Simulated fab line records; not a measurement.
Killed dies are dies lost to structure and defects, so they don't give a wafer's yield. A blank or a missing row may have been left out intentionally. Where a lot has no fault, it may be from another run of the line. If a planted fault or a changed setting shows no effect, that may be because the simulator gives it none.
A struck lot beside a sound one    flow ritCmos    29 steps out of a route of 202
Sound: these wafers, L861.2, L861.3, L861.6. Struck: wafers L870.2, L870.3, L870.4. The cause is given at the end.
At each step with rows: each side's tool, then ch and its chambers, then its first start. Under that, the readings that differ: sound wafers    struck wafers    difference of the means    sigmas: that difference in standard deviations of wafers without a fault.
alike: readings with means less than 2 such deviations apart, plus words and numbers identical on both sides. not compared: withheld readings, readings lacking a value on some wafer, bounds such as >300 that could conceal the same value, and numbers that have no deviation in the record and whose values overlap.
Wherever a step has rows on one side only, a row that says differs or no value, or a row with sigmas, the two part there. Non-overlapping numbers with no deviation appear without sigmas and do not part them. A reading that every wafer of one side lacks parts them only if that side has two wafers or more.

RIT_SDANNEAL_RTA_03: time 5 s.
  sound on rtpAnneal-01 ch 0, day 3 04:23; struck on rtpAnneal-01 ch 0, day 5 07:20
  alike: rampDownCPerS, wafer_temp_C_max
RIT_SDANNEAL_RS_MEAS_04: measures by four-point-probe.
  sound on filmMetro-01, day 3 04:26; struck on filmMetro-01, day 5 07:23
  alike: PSD_RS
RIT_SDANNEAL_RS_MEAS_05: measures by four-point-probe.
  sound on filmMetro-01, day 3 04:34; struck on filmMetro-01, day 5 07:31
  alike: NSD_RS
RIT_SDANNEAL_RS_MEAS_06: measures by four-point-probe.
  sound on filmMetro-01, day 3 04:41; struck on filmMetro-01, day 5 07:38
  alike: PLDD_RS
RIT_SDANNEAL_RS_MEAS_07: measures by four-point-probe.
  sound on filmMetro-01, day 3 04:48; struck on filmMetro-01, day 5 07:45
reading           sound              struck             difference  sigmas
NLDD_RS (ohm/sq)  151.3 151.4 151.2  152.9 152.8 152.5  +1.4        +2
then, 1 step without rows for these wafers: RIT_SILICIDE_WET_ETCH_00 (etches SiO2 in BOE, target depth 14 nm, time 15 s).
RIT_SILICIDE_SPUTTER_01: material Ti, target thk 30 nm, time 240 s.
  sound on pvdSputter-04, day 3 04:55; struck on pvdSputter-03, day 5 07:52
  alike: throttleValvePct
RIT_SILICIDE_RS_MEAS_02: measures by four-point-probe.
  sound on filmMetro-02, day 3 05:05; struck on filmMetro-01, day 5 08:10
  alike: SILICIDE_TI_RS
RIT_SILICIDE_THK_MEAS_03: measures by xrf.
  sound on filmMetro-02, day 3 05:12; struck on filmMetro-01, day 5 08:17
  alike: SILICIDE_TI_THK
RIT_SILICIDE_RTA_04: time 10 s, ramp up 5 s, ramp down 5 s.
  sound on rtpAnneal-02 ch 0, day 3 05:16; struck on rtpAnneal-01 ch 0, day 5 08:21
  alike: wafer_temp_C_max
then, 1 step without rows for these wafers: RIT_SILICIDE_WET_ETCH_05 (etches Ti in SPM, time 120 s).
RIT_SILICIDE_RTA_06: time 10 s, ramp up 5 s, ramp down 10 s.
  sound on rtpAnneal-01 ch 0, day 3 05:22; struck on rtpAnneal-02 ch 0, day 5 08:27
  alike: wafer_temp_C_max
RIT_CONTACT_CVD_00: deposits SiO2 from TEOS, target thk 400 nm, time 61 s.
  sound on pecvd-03 ch 0,1,2, day 3 05:25; struck on pecvd-03 ch 1,2, day 5 08:44
  alike: heaterPowerW
RIT_CONTACT_THK_MEAS_01:
  sound on filmMetro-03, day 3 05:29; struck on filmMetro-01, day 5 08:52
reading                sound        struck       difference  sigmas
CONTACT_TEOS_THK (nm)  394 392 395  783 801 794  +399        +77
then, 6 steps without rows for these wafers: RIT_CONTACT_HMDS_02 (prime time 60 s); RIT_CONTACT_COAT_03 (resist thk 1000 nm); RIT_CONTACT_SOFTBAKE_04 (time 60 s); RIT_CONTACT_EXPOSE_05 (exposes mask M11, target cd 1000 nm); RIT_CONTACT_PEB_06; RIT_CONTACT_DEVELOP_07 (develop time 120 s).
RIT_CONTACT_CD_MEAS_08 targets a cd of 1000 nm.
  sound on cdSem-02, day 3 06:38; struck on cdSem-02, day 5 10:27
  alike: cdNm
RIT_CONTACT_OVL_MEAS_09:
  sound on overlay-01, day 3 06:45; struck on overlay-01, day 5 10:33
  alike: CONTACT_OVL
then, 1 step without rows for these wafers: RIT_CONTACT_HARDBAKE_10 (time 60 s).
RIT_CONTACT_ETCH_11: etches SiO2 in CHF3/CF4/Ar, stops on TiSi2, target depth 480 nm, time 310.5 s.
  sound on rieDiel-04 ch 1,2, day 3 06:56; struck on rieDiel-03 ch 0,2,3, day 5 10:52
reading                            sound              struck             difference  sigmas
drypumpMotorCurrentA (A)           5.6 5.0 5.0        6.0 6.2 6.3        +1.0        +3
model.etch.depthNm (nm)            394.2 391.3 394.6  463.9 462.9 467.9  +71.5       
model.CONTACT.featureDepthNm (nm)  394.2 391.3 394.6  463.9 462.9 467.9  +71.5       
  alike: mfcArSccm, oesProductAu, throttleValvePct
  not compared: rfHoursCounterH
RIT_CONTACT_STRIP_12: strips in O2, time 180 s.
  sound on plasmaAsher-01 ch 0,1, day 3 07:07; struck on plasmaAsher-01 ch 0,1, day 5 11:04
  alike: drypumpMotorCurrentA
  not compared: rfHoursCounterH
RIT_CONTACT_CD_MEAS_90 targets a cd of 1000 nm.
  sound on cdSem-01, day 3 07:19; struck on cdSem-02, day 5 11:16
reading    sound              struck                difference  sigmas
cdNm (nm)  999.1 997.7 998.2  1002.2 1005.6 1002.8  +5.2        +2
RIT_CONTACT_CLEAN_13: cleans in SC1, time 600 s.
  sound on wetBench-03 ch 3, day 3 07:30; struck on wetBench-03 ch 3, day 5 11:22
reading                                  sound              struck             difference  sigmas
model.SiO2_of_CONTACT_CVD_00.thkNm (nm)  390.3 387.4 390.6  778.8 796.3 790.3  +399.0      
then, 1 step without rows for these wafers: RIT_CONTACT_CLEAN_14 (cleans in SC2, time 600 s).
RIT_M1_PROBE_99:
  sound on prober-02, day 3 13:15; struck on prober-01, day 5 16:19
reading           sound  struck       difference  sigmas
killedAtContacts  0 0 0  259 256 255  +257        +99 or more
killedDies        9 9 4  264 264 264  +257        +86
killedOnRim       4 3 1  70 70 70     +67         +48
  alike: killedAtFrontEnd, killedOpen, killedShort

## WHERE THEY PART
At RIT_SDANNEAL_RS_MEAS_07 first; at RIT_M1_PROBE_99 last (within this record only).

WHY: what had been put in by the simulator
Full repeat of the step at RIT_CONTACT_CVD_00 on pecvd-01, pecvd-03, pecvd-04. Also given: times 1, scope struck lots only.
